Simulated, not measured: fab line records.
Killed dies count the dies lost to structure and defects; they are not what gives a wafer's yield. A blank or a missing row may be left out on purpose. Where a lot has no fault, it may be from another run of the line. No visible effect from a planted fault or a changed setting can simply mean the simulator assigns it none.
fab line records	flow rit-cmos
[record] lots = 14	wafers = 42	last-day = 8
route steps=202 shown GATE@95 NLDD@111 CONTACT@168 M1@184
lots with no fault: from the same line, run without faults
start-h: hours from the record's first day to the start of the lot's first wafer shown	wait-h: time in hours since the lot's previous step	" same as the row above	L1.1+2: a single row standing in for several wafers	- either no value or no given start	* or withheld: withheld	< > ~ a bound
route shown NAME@n: NAME is a module with steps in the file, n the number in the route of the first one	usual: average and standard deviation across the fault-free wafers	same: alike in all rows	chamber/n: place in a boat	sites: per-site readings	_std_site: standard deviation across them	_edge_site: mean of outer sites minus mean of inner sites	radius-mm: how far each site lies from the wafer's centre	mask NAME#n: copy n	behind: the most recent tool/chamber to have shaped the wafer	hold: why the lot went on hold/how many hours it stayed there/how the hold came to an end	device: the n, p or np transistor that did not switch	end of line: the tests these same wafers got at the end of their route	a step with no rows: only its recipe	killed: not the wafer's yield, but the dies lost to structure and defects at the first sort	map: a wafer's dies, x killed, . not, _ none there
set.NAME: the setting as run; set.NAME@STEP: as run at that earlier step	model.NAME: the simulator's own value behind a step, which no gauge read
one table for each step of the route and one row for each wafer, over a sample of lots
services: from which hour (start-h, from the record's first day; less than 0 if before it) a tool's chamber was out of use, for how many hours, and why
[[steps]]
[step RIT_GATE_ETCH_19]
[recipe] chemistry = SF6/CHF3/O2	time-s = 165	SF6_flow_sccm = 30	CHF3_flow_sccm = 30	O2_flow_sccm = 5	target = poly-Si	pressure-mtorr = 40	rf-w = 160	target-depth-a = 3125	over-etch-frac = 0.25	stop-on = SiO2
[usual] drypump-motor-current-A = 5.8/0.52	oes-product-au = 0.852/0.014	rf-fwd-power-W = 159.5/0.54	throttle-valve-pct = 10.21/0.15
lot.wafer	tool	chamber	start-h	wait-h	drypump-motor-current-A	oes-product-au	rf-fwd-power-W	rf-hours-counter-h	throttle-valve-pct
L630.2	rie-si-01	1	44.53	0.1	5.6	0.863	160.3	133	10.27
L630.3	"	3	"	"	6.0	0.848	160.5	142	10.10
L630.6	"	1	"	"	5.7	0.866	160.1	-	10.28
L631.2	rie-si-02	3	49.88	0.1	6.1	0.843	160.2	74	10.18
L631.3	"	2	"	"	4.8	0.852	160.0	141	9.96
L631.6	"	3	"	"	6.1	0.838	159.9	-	10.17
L632.1	rie-si-01	2	57.60	0.1	6.2	0.832	159.1	97	10.39
L632.2	"	1	"	"	5.6	0.844	160.2	133	10.28
L632.6	"	3	"	"	5.9	0.835	158.9	-	10.13
L633.1	rie-si-02	2	63.46	0.1	4.8	0.851	160.5	141	9.96
L633.4	"	0	"	"	6.4	0.843	159.2	-	10.08
L633.6	"	2	"	"	4.8	0.854	159.5	-	9.94
L634.1	rie-si-01	3	65.76	0.1	5.9	0.836	159.7	142	10.12
L634.2	"	2	"	"	6.2	0.831	159.6	97	10.41
L634.5	"	0	"	"	5.2	0.877	158.7	-	10.38
L635.1	rie-si-02	0	71.52	0.1	6.4	0.845	159.6	91	10.08
L635.2	"	3	"	"	6.1	0.846	159.6	74	10.17
L635.6	"	3	"	"	6.1	0.837	160.0	-	10.15
L636.2	rie-si-01	2	76.50	0.1	6.2	0.838	159.0	97	10.39
L636.5	"	2	"	"	6.1	0.833	159.4	-	10.40
L636.6	"	0	"	"	5.2	0.873	159.4	-	10.37
L637.1	rie-si-02	0	78.25	0.1	6.4	0.853	158.7	91	10.07
L637.3	"	0	"	"	6.4	0.846	159.9	-	10.07
L637.4	"	2	"	"	4.8	0.851	159.8	-	9.96
L638.3	rie-si-01	2	88.40	0.1	6.1	0.840	159.3	98	10.41
L638.4	"	3	"	"	5.9	0.834	159.6	142	10.12
L638.6	"	2	"	"	6.1	0.848	159.1	-	10.40
L639.3	rie-si-02	0	92.78	0.1	6.4	0.831	158.5	91	10.08
L639.5	"	3	"	"	6.2	0.830	158.4	-	10.18
L639.6	"	0	"	"	6.4	0.832	158.1	-	10.07
L640.2	rie-si-01	1	94.89	0.1	5.6	0.860	159.4	133	10.26
L640.3	"	2	"	"	6.1	0.843	158.9	98	10.40
L640.6	"	2	"	"	6.2	0.843	159.0	-	10.40
L646.2	rie-si-02	2	133.00	0.1	4.8	0.863	159.1	141	9.95
L646.4	"	3	"	"	6.1	0.855	159.4	74	10.18
L646.5	"	3	"	"	6.1	0.854	159.3	-	10.19
L649.3	rie-si-02	0	148.11	0.1	6.4	0.851	158.9	92	10.07
L649.4	"	3	"	"	6.1	0.852	159.2	75	10.17
L649.5	"	1	"	"	6.1	0.871	159.3	-	10.26
L651.1	rie-si-01	1	167.00	0.1	5.6	0.853	160.0	134	10.27
L651.2	"	2	"	"	6.2	0.859	158.7	98	10.42
L651.6	"	1	"	"	5.6	0.855	159.7	-	10.29
[step RIT_NLDD_IMPLANT_08]
[recipe] species = P	energy-kev = 20	dose-cm2 = 5e+14	tilt-deg = 7
[usual] beam-energy-keV = 20.001/0.0055
[same] implant-ion-amu = 31
lot.wafer	tool	chamber	start-h	wait-h	beam-energy-keV
L630.2	implanter-02	0	49.75	0.1	20.009
L630.3	"	0	"	"	20.001
L630.6	"	0	"	"	19.997
L631.2	implanter-01	0	55.93	0.1	19.997
L631.3	"	0	"	"	20.007
L631.6	"	0	"	"	20.003
L632.1	implanter-01	0	62.41	0.1	20.012
L632.2	"	0	"	"	20.005
L632.6	"	0	"	"	20.002
L633.1	implanter-02	0	69.58	0.1	20.008
L633.4	"	0	"	"	19.999
L633.6	"	0	"	"	20.007
L634.1	implanter-01	0	72.07	0.1	20.003
L634.2	"	0	"	"	19.996
L634.5	"	0	"	"	19.992
L635.1	implanter-01	0	77.89	0.1	20.001
L635.2	"	0	"	"	19.999
L635.6	"	0	"	"	20.006
L636.2	implanter-01	0	81.68	0.1	19.997
L636.5	"	0	"	"	20.002
L636.6	"	0	"	"	20.002
L637.1	implanter-01	0	83.53	0.1	20.001
L637.3	"	0	"	"	19.997
L637.4	"	0	"	"	19.998
L638.3	implanter-02	0	93.51	0.1	19.998
L638.4	"	0	"	"	20.001
L638.6	"	0	"	"	20.007
L639.3	implanter-01	0	98.12	0.1	19.998
L639.5	"	0	"	"	19.995
L639.6	"	0	"	"	20.002
L640.2	implanter-02	0	103.45	0.1	19.997
L640.3	"	0	"	"	19.996
L640.6	"	0	"	"	20.000
L646.2	implanter-02	0	139.89	0.1	16.401
L646.4	"	0	"	"	16.401
L646.5	"	0	"	"	16.402
L649.3	implanter-02	0	155.51	0.1	16.400
L649.4	"	0	"	"	16.391
L649.5	"	0	"	"	16.399
L651.1	implanter-01	0	175.53	0.1	19.989
L651.2	"	0	"	"	19.984
L651.6	"	0	"	"	19.990
[step RIT_NLDD_TW_MEAS_10]
[usual] NLDD_TW = 2506/26
lot.wafer	tool	chamber	start-h	wait-h	NLDD_TW
L630.2	film-metro-01	-	50.06	0.1	2480
L630.3	"	-	"	"	2480
L630.6	"	-	"	"	2490
L631.2	film-metro-03	-	56.24	0.1	2518
L631.3	"	-	"	"	2525
L631.6	"	-	"	"	2508
L632.1	film-metro-04	-	62.73	0.1	2484
L632.2	"	-	"	"	2472
L632.6	"	-	"	"	2468
L633.1	film-metro-04	-	69.90	0.1	2468
L633.4	"	-	"	"	2477
L633.6	"	-	"	"	2486
L634.1	film-metro-03	-	72.39	0.1	2527
L634.2	"	-	"	"	2535
L634.5	"	-	"	"	2532
L635.1	film-metro-03	-	78.21	0.1	2524
L635.2	"	-	"	"	2517
L635.6	"	-	"	"	2520
L636.2	film-metro-01	-	81.99	0.1	2494
L636.5	"	-	"	"	2478
L636.6	"	-	"	"	2484
L637.1	film-metro-04	-	83.85	0.1	2483
L637.3	"	-	"	"	2496
L637.4	"	-	"	"	2488
L638.3	film-metro-04	-	93.81	0.1	2501
L638.4	"	-	"	"	2486
L638.6	"	-	"	"	2492
L639.3	film-metro-01	-	98.42	0.1	2486
L639.5	"	-	"	"	2481
L639.6	"	-	"	"	2492
L640.2	film-metro-01	-	103.76	0.1	2495
L640.3	"	-	"	"	2479
L640.6	"	-	"	"	2478
L646.2	film-metro-01	-	140.20	0.1	2328
L646.4	"	-	"	"	2337
L646.5	"	-	"	"	2336
L649.3	film-metro-03	-	155.80	0.1	2400
L649.4	"	-	"	"	2398
L649.5	"	-	"	"	2396
L651.1	film-metro-04	-	175.86	0.1	2500
L651.2	"	-	"	"	2496
L651.6	"	-	"	"	2495
[step RIT_SDANNEAL_RS_MEAS_07]
[recipe] thk-meas-gauge = four-point-probe
[usual] NLDD_RS = 151.6/0.52
lot.wafer	tool	chamber	start-h	wait-h	NLDD_RS[ohm/sq]
L630.2	film-metro-03	-	58.94	0.1	150.9
L630.3	"	-	"	"	151.2
L630.6	"	-	"	"	151.1
L631.2	film-metro-03	-	64.28	0.1	151.2
L631.3	"	-	"	"	151.1
L631.6	"	-	"	"	150.8
L632.1	film-metro-01	-	70.35	0.1	152.0
L632.2	"	-	"	"	152.0
L632.6	"	-	"	"	151.8
L633.1	film-metro-01	-	77.86	0.1	151.2
L633.4	"	-	"	"	150.9
L633.6	"	-	"	"	150.8
L634.1	film-metro-01	-	80.27	0.1	151.8
L634.2	"	-	"	"	151.7
L634.5	"	-	"	"	152.2
L635.1	film-metro-03	-	86.23	0.1	151.5
L635.2	"	-	"	"	152.0
L635.6	"	-	"	"	151.4
L636.2	film-metro-01	-	89.94	0.1	151.5
L636.5	"	-	"	"	152.2
L636.6	"	-	"	"	152.0
L637.1	film-metro-01	-	92.43	0.1	150.8
L637.3	"	-	"	"	151.0
L637.4	"	-	"	"	150.8
L638.3	film-metro-04	-	101.69	0.1	150.9
L638.4	"	-	"	"	151.1
L638.6	"	-	"	"	151.6
L639.3	film-metro-04	-	107.00	0.1	152.1
L639.5	"	-	"	"	151.5
L639.6	"	-	"	"	151.4
L640.2	film-metro-01	-	112.33	0.1	152.2
L640.3	"	-	"	"	151.6
L640.6	"	-	"	"	152.2
L646.2	film-metro-01	-	148.22	0.1	154.7
L646.4	"	-	"	"	155.2
L646.5	"	-	"	"	154.9
L649.3	film-metro-01	-	166.25	0.1	154.8
L649.4	"	-	"	"	155.6
L649.5	"	-	"	"	155.1
L651.1	film-metro-01	-	184.26	0.1	151.2
L651.2	"	-	"	"	151.3
L651.6	"	-	"	"	151.5
[step RIT_CONTACT_CVD_00]
[recipe] material = SiO2	target-thk-nm = 400	precursor = TEOS	temp-c = 390	time-s = 61	rf-w = 400
[usual] heater-power-w = 341/55	rf-fwd-power-W = 396.5/1.5
lot.wafer	tool	chamber	start-h	wait-h	heater-power-w	rf-fwd-power-W
L630.2	pecvd-04	2	59.57	0.0	354	395.2
L630.3	"	1	"	"	398	397.3
L630.6	"	0	"	"	336	393.9
L631.2	pecvd-02	1	64.89	0.0	301	393.5
L631.3	"	0	"	"	272	398.9
L631.6	"	2	"	"	425	397.5
L632.1	pecvd-03	1	71.03	0.1	350	399.5
L632.2	"	2	"	"	359	396.3
L632.6	"	1	"	"	377	398.0
L633.1	pecvd-04	0	78.50	0.1	347	395.3
L633.4	"	2	"	"	381	395.8
L633.6	"	1	"	"	382	396.4
L634.1	pecvd-02	0	80.91	0.1	282	398.7
L634.2	"	1	"	"	285	393.9
L634.5	"	1	"	"	288	395.3
L635.1	pecvd-03	2	86.86	0.1	324	397.3
L635.2	"	1	"	"	366	399.4
L635.6	"	0	"	"	245	398.3
L636.2	pecvd-04	2	90.56	0.0	376	395.6
L636.5	"	0	"	"	416	396.3
L636.6	"	1	"	"	393	394.6
L637.1	pecvd-02	2	93.07	0.1	350	398.7
L637.3	"	0	"	"	245	396.9
L637.4	"	0	"	"	261	396.5
L638.3	pecvd-03	0	102.29	0.0	317	395.8
L638.4	"	2	"	"	289	395.6
L638.6	"	1	"	"	411	397.5
L639.3	pecvd-04	0	107.59	0.0	347	395.8
L639.5	"	2	"	"	400	395.2
L639.6	"	1	"	"	366	395.7
L640.2	pecvd-02	2	112.94	0.0	407	395.3
L640.3	"	0	"	"	252	400.2
L640.6	"	2	"	"	420	396.7
L646.2	pecvd-04	1	148.84	0.0	381	395.0
L646.4	"	0	"	"	404	397.2
L646.5	"	2	"	"	300	398.0
L649.3	pecvd-02	0	166.85	0.0	285	397.1
L649.4	"	2	"	"	335	397.1
L649.5	"	0	"	"	294	396.8
L651.1	pecvd-02	2	184.90	0.1	423	394.7
L651.2	"	1	"	"	293	394.6
L651.6	"	1	"	"	299	395.9
[step RIT_M1_SPUTTER_00]
[recipe] material = Al	target-thk-nm = 400	power-w = 2000	chamber-pressure-pa = 0.4	gas = Ar	time-s = 500	substrate-temp-c = 25
[usual] throttle-valve-pct = 30.2/0.84
lot.wafer	tool	chamber	start-h	wait-h	throttle-valve-pct
L630.2	pvd-sputter-02	-	62.01	0.0	30.4
L630.3	"	-	"	"	29.9
L630.6	"	-	"	"	30.0
L631.2	pvd-sputter-03	-	67.12	0.0	31.4
L631.3	"	-	"	"	29.3
L631.6	"	-	"	"	31.2
L632.1	pvd-sputter-03	-	73.25	0.0	29.1
L632.2	"	-	"	"	30.2
L632.6	"	-	"	"	29.4
L633.1	pvd-sputter-02	-	80.98	0.0	29.5
L633.4	"	-	"	"	29.3
L633.6	"	-	"	"	30.1
L634.1	pvd-sputter-03	-	83.22	0.0	31.4
L634.2	"	-	"	"	29.1
L634.5	"	-	"	"	29.1
L635.1	pvd-sputter-04	-	89.09	0.0	30.4
L635.2	"	-	"	"	29.5
L635.6	"	-	"	"	30.4
L636.2	pvd-sputter-02	-	92.78	0.0	29.7
L636.5	"	-	"	"	30.1
L636.6	"	-	"	"	29.5
L637.1	pvd-sputter-04	-	95.60	0.0	30.2
L637.3	"	-	"	"	31.7
L637.4	"	-	"	"	29.8
L638.3	pvd-sputter-02	-	104.64	0.0	29.4
L638.4	"	-	"	"	31.7
L638.6	"	-	"	"	29.2
L639.3	pvd-sputter-04	-	109.94	0.0	30.1
L639.5	"	-	"	"	29.5
L639.6	"	-	"	"	29.9
L640.2	pvd-sputter-02	-	115.29	0.0	29.3
L640.3	"	-	"	"	30.4
L640.6	"	-	"	"	29.5
L646.2	pvd-sputter-03	-	151.06	0.0	31.2
L646.4	"	-	"	"	30.3
L646.5	"	-	"	"	30.1
L649.3	pvd-sputter-04	-	169.22	0.0	31.8
L649.4	"	-	"	"	30.0
L649.5	"	-	"	"	29.6
L651.1	pvd-sputter-03	-	187.46	0.0	29.3
L651.2	"	-	"	"	30.2
L651.6	"	-	"	"	29.4
[[services]]
tool	chamber	start-h	hours	kind
pecvd-02	0	46.26	9.6	repair
rie-si-02	-	51.82	0.4	repair
rie-si-02	1	58.37	5.7	repair
pvd-sputter-03	-	58.43	1.1	repair
rie-si-02	1	64.03	-	clean
rie-si-02	1	64.03	21.8	scheduled-down
rie-si-02	1	64.03	21.8	vent-cycle
pecvd-02	0	65.73	2.9	repair
rie-si-01	3	67.72	10.5	repair
pecvd-04	0	69.67	4.5	repair
pvd-sputter-02	-	70.88	4.7	repair
rie-si-02	3	72.20	13.7	repair
implanter-02	-	80.94	8.9	repair
implanter-01	-	88.52	3.7	pm
rie-si-02	2	98.77	6.6	repair
rie-si-02	-	105.37	2.8	pm
pvd-sputter-03	-	113.26	11.7	repair
implanter-01	-	114.42	3.3	repair
implanter-01	-	146.74	3.3	pm
rie-si-01	3	147.38	-	clean
rie-si-02	-	166.14	0.4	repair
pecvd-03	-	182.69	5.5	pm
pvd-sputter-04	-	183.64	6.0	repair
rie-si-02	1	185.54	1.0	repair
[[key]]
[first-sign] step = RIT_NLDD_IMPLANT_08	reading = beam-energy-keV	direction = down	sigmas = 99+	usual = 20.001	struck = 16.399
[effect] step = RIT_NLDD_TW_MEAS_10	reading = NLDD_TW	direction = down	sigmas = 5.4	usual = 2506	struck = 2366
[effect] step = RIT_SDANNEAL_RS_MEAS_07	reading = NLDD_RS	direction = up	sigmas = 6.8	usual = 151.6	struck = 155.1
met-at RIT_NLDD_IMPLANT_08
struck-lots L646,L649
tester-left-out L646,L649
not-acting-at RIT_GATE_ETCH_19,RIT_CONTACT_CVD_00,RIT_M1_SPUTTER_00
onset-between 103.45 139.89
[fault] kind = process-parameter-drift	tool = implanter-02	chamber = -	onset-h = 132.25	steps = RIT_NLDD_IMPLANT_08	channel = energy-kev	offset = -3.6	shape = step	end-h = 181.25	acts-in = these-recipes-only	stated = 20
// tester-left-out: of these lots the tester's yield and bins aren't shown, on N5 and GAA mostly nor the transistor test; their killed dies are dies lost to structure and defects alone, not to doping, threshold or leakage, so they don't give the yield
